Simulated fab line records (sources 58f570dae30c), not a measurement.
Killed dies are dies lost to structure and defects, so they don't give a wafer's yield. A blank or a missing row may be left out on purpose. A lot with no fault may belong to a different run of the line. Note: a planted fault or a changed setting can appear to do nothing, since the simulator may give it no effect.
Which of the tools did it? | flow berkeley cmos170 | at 1 step of a route of 331, 14 lots with 42 wafers sampled

== WHAT EACH GAUGE READ, for each wafer ==
UCB170_PSD_TW_MEAS_10. Usual: PSD_TW 2319, standard deviation 15.
lot  | measured     | on            | PSD_TW         | flag
L397 | day 7 09:20  | film metro-01 | 2331 2314 2327 |
L395 | day 7 09:30  | film metro-03 | 2318 2319 2312 |
L398 | day 7 15:28  | film metro-03 | 2328 2307 2327 |
L400 | day 8 12:10  | film metro-03 | 2335 2331 2338 |
L399 | day 8 12:27  | film metro-02 | 2334 2324 2326 |
L402 | day 8 23:34  | film metro-03 | 2329 2326 2327 |
L408 | day 10 10:00 | film metro-03 | 2325 2310 2321 |
L406 | day 10 10:15 | film metro-01 | 2309 2322 2311 |
L405 | day 10 10:22 | film metro-03 | 2324 2322 2326 |
L411 | day 11 12:14 | film metro-03 | 2317 2330 2327 |
L412 | day 11 12:47 | film metro-03 | 2329 2328 2329 |
L415 | day 11 23:45 | film metro-02 | 2336 2347 2340 |
L418 | day 12 17:34 | film metro-02 | 2339 2330 2349 |
L417 | day 12 17:39 | film metro-01 | 2309 2310 2296 |

== EACH LOT AND THE TOOL THAT RAN IT (in order: tool; ch and the chambers of the sampled wafers; start) ==
The record shows no process step preceding these readings.

== WHAT THE TOOLS THEMSELVES READ (means of the sampled wafers that have a number; where no wafer has one, the mark that the record gives instead) ==
The record holds no such reading with a usual standard deviation.

== THE ANSWER, worked out from the rows above alone ==
Rule: take the mean of a lot's wafers that have a number; if it is more than 3 standard deviations from the usual mean, the lot is off. Also off: a lot with no number at a reading for which 4 or more lots have one. The other lots that the step has rows for count as sound. Order of review: gauges by route order, followed by the tools' own readings, for which a lot's mean as printed above is used. At the first step where some lot is off, the reading lying furthest off is the one used; lots without a number count as furthest.
No lot is off on any of the readings shown, so nothing can be concluded from this.

== WHAT THE SIMULATOR HAD PUT IN ==
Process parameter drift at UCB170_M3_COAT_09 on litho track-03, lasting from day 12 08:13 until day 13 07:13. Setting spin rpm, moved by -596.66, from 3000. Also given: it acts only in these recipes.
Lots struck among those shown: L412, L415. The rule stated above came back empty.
